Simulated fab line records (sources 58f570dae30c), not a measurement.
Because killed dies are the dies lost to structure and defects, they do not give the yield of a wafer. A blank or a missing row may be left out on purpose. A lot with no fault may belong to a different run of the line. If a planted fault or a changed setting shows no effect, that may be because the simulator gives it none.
Lot-split experiment || flow berkeley cmos170 || 23 wafers read across 5 lots, on a route 331 steps long

THE SPLIT ITSELF
At UCB170_M2_COAT_10 (resist thk 900 nm), the setting spin rpm was moved away from the recipe's 1500 rpm on 7 of the 23 wafers read, by -2.5% to +5.3%. All remaining wafers had this setting at the recipe value.

Reading taken at the split's own step.

THE READING
KrF_of_M2_COAT_10.thk nm (the simulator's own value, which no gauge read), in nm, at UCB170_M2_COAT_10 (resist thk 900 nm). The file gives no usual value for it. The 16 wafers here that ran the recipe average 900.2 nm, standard deviation 2.1 nm.

{"wafer": "L077.1", "tool, chamber at the split": "litho track-03, 0", "spin rpm as run, rpm": 1580, "against the recipe": "+5.3%", "KrF_of_M2_COAT_10.thk nm, nm": 875, "against lot-mates on the recipe": -24.3}
{"wafer": "L077.3", "tool, chamber at the split": "litho track-03, 0", "spin rpm as run, rpm": 1500, "against the recipe": "recipe", "KrF_of_M2_COAT_10.thk nm, nm": 900.7, "against lot-mates on the recipe": "-"}
{"wafer": "L077.4", "tool, chamber at the split": "litho track-03, 0", "spin rpm as run, rpm": 1500, "against the recipe": "recipe", "KrF_of_M2_COAT_10.thk nm, nm": 897.5, "against lot-mates on the recipe": "-"}
{"wafer": "L077.5", "tool, chamber at the split": "litho track-03, 0", "spin rpm as run, rpm": 1580, "against the recipe": "+5.3%", "KrF_of_M2_COAT_10.thk nm, nm": 873.1, "against lot-mates on the recipe": -26.2}
{"wafer": "L077.6", "tool, chamber at the split": "litho track-03, 0", "spin rpm as run, rpm": 1500, "against the recipe": "recipe", "KrF_of_M2_COAT_10.thk nm, nm": 899.8, "against lot-mates on the recipe": "-"}
{"wafer": "L079.1", "tool, chamber at the split": "litho track-04, 0", "spin rpm as run, rpm": 1462, "against the recipe": "-2.5%", "KrF_of_M2_COAT_10.thk nm, nm": 915.1, "against lot-mates on the recipe": "+12.9"}
{"wafer": "L079.3", "tool, chamber at the split": "litho track-04, 0", "spin rpm as run, rpm": 1500, "against the recipe": "recipe", "KrF_of_M2_COAT_10.thk nm, nm": 904.7, "against lot-mates on the recipe": "-"}
{"wafer": "L079.4", "tool, chamber at the split": "litho track-04, 0", "spin rpm as run, rpm": 1462, "against the recipe": "-2.5%", "KrF_of_M2_COAT_10.thk nm, nm": 911.9, "against lot-mates on the recipe": "+9.6"}
{"wafer": "L079.5", "tool, chamber at the split": "litho track-04, 0", "spin rpm as run, rpm": 1462, "against the recipe": "-2.5%", "KrF_of_M2_COAT_10.thk nm, nm": 913.6, "against lot-mates on the recipe": "+11.4"}
{"wafer": "L079.6", "tool, chamber at the split": "litho track-04, 0", "spin rpm as run, rpm": 1500, "against the recipe": "recipe", "KrF_of_M2_COAT_10.thk nm, nm": 899.8, "against lot-mates on the recipe": "-"}
{"wafer": "L080.1", "tool, chamber at the split": "litho track-04, 0", "spin rpm as run, rpm": 1500, "against the recipe": "recipe", "KrF_of_M2_COAT_10.thk nm, nm": 899.6, "against lot-mates on the recipe": "-"}
{"wafer": "L080.3", "tool, chamber at the split": "litho track-04, 0", "spin rpm as run, rpm": 1500, "against the recipe": "recipe", "KrF_of_M2_COAT_10.thk nm, nm": 896.9, "against lot-mates on the recipe": "-"}
{"wafer": "L080.6", "tool, chamber at the split": "litho track-04, 0", "spin rpm as run, rpm": 1500, "against the recipe": "recipe", "KrF_of_M2_COAT_10.thk nm, nm": 896.8, "against lot-mates on the recipe": "-"}
{"wafer": "L084.1", "tool, chamber at the split": "litho track-03, 0", "spin rpm as run, rpm": 1565, "against the recipe": "+4.3%", "KrF_of_M2_COAT_10.thk nm, nm": 880.8, "against lot-mates on the recipe": -19.6}
{"wafer": "L084.6", "tool, chamber at the split": "litho track-03, 0", "spin rpm as run, rpm": 1565, "against the recipe": "+4.3%", "KrF_of_M2_COAT_10.thk nm, nm": 880.8, "against lot-mates on the recipe": -19.6}
{"wafer": "L084.2", "tool, chamber at the split": "litho track-03, 0", "spin rpm as run, rpm": 1500, "against the recipe": "recipe", "KrF_of_M2_COAT_10.thk nm, nm": 902.4, "against lot-mates on the recipe": "-"}
{"wafer": "L084.3", "tool, chamber at the split": "litho track-03, 0", "spin rpm as run, rpm": 1500, "against the recipe": "recipe", "KrF_of_M2_COAT_10.thk nm, nm": 899.9, "against lot-mates on the recipe": "-"}
{"wafer": "L084.5", "tool, chamber at the split": "litho track-03, 0", "spin rpm as run, rpm": 1500, "against the recipe": "recipe", "KrF_of_M2_COAT_10.thk nm, nm": 898.9, "against lot-mates on the recipe": "-"}
{"wafer": "L085.1", "tool, chamber at the split": "litho track-04, 0", "spin rpm as run, rpm": 1500, "against the recipe": "recipe", "KrF_of_M2_COAT_10.thk nm, nm": 900.6, "against lot-mates on the recipe": "-"}
{"wafer": "L085.2", "tool, chamber at the split": "litho track-04, 0", "spin rpm as run, rpm": 1500, "against the recipe": "recipe", "KrF_of_M2_COAT_10.thk nm, nm": 900.9, "against lot-mates on the recipe": "-"}
{"wafer": "L085.4", "tool, chamber at the split": "litho track-04, 0", "spin rpm as run, rpm": 1500, "against the recipe": "recipe", "KrF_of_M2_COAT_10.thk nm, nm": 902.3, "against lot-mates on the recipe": "-"}
{"wafer": "L085.5", "tool, chamber at the split": "litho track-04, 0", "spin rpm as run, rpm": 1500, "against the recipe": "recipe", "KrF_of_M2_COAT_10.thk nm, nm": 902.6, "against lot-mates on the recipe": "-"}
{"wafer": "L085.6", "tool, chamber at the split": "litho track-04, 0", "spin rpm as run, rpm": 1500, "against the recipe": "recipe", "KrF_of_M2_COAT_10.thk nm, nm": 900.2, "against lot-mates on the recipe": "-"}

FIT RESULTS
A straight line over all 23 wafers: KrF_of_M2_COAT_10.thk nm changes by -4.85 nm for each +1% of spin rpm; r = -0.98; the points scatter about the line by 2 nm.
The same after taking each lot's own level away (the mean of its wafers on the recipe; 23 wafers): -4.61 nm for each +1%; r = -0.99; scatter 1.4 nm.
On that fit, the largest move of spin rpm shifts the reading by 25 nm.
The span of the lots' own levels, 897.77 to 902.25 nm, comes to 2.2 times the standard deviation stated above.
So the lot-to-lot level changes the slope little: the two slopes agree.
Check: -24.8 nm against its lot-mates is what the line predicts for one of the wafers moved furthest among these (+5.3%) when that wafer is left out of the fit. Against them it came out at -24.3 nm.

FURTHER SPLITS ON THESE WAFERS
Other splits were also applied to these wafers ahead of the reading. Each is held against what the fit with the lots' levels taken away leaves over:
{"other split on the same wafers": "UCB170_BACKSIDE_COAT_01 spin rpm", "wafers away from the commonest value": 8, "r with KrF_of_M2_COAT_10.thk nm (lot level and that fit taken away)": "+0.07"}
{"other split on the same wafers": "UCB170_SILICIDE_SPUTTER_01 time s", "wafers away from the commonest value": 10, "r with KrF_of_M2_COAT_10.thk nm (lot level and that fit taken away)": "+0.02"}
{"other split on the same wafers": "UCB170_V1_ETCH_14 rf w", "wafers away from the commonest value": 12, "r with KrF_of_M2_COAT_10.thk nm (lot level and that fit taken away)": "+0.19"}

THE FILE'S OWN FIT
KrF_of_M2_COAT_10.thk nm changes by -4.62 nm for each +1% of spin rpm, r = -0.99.
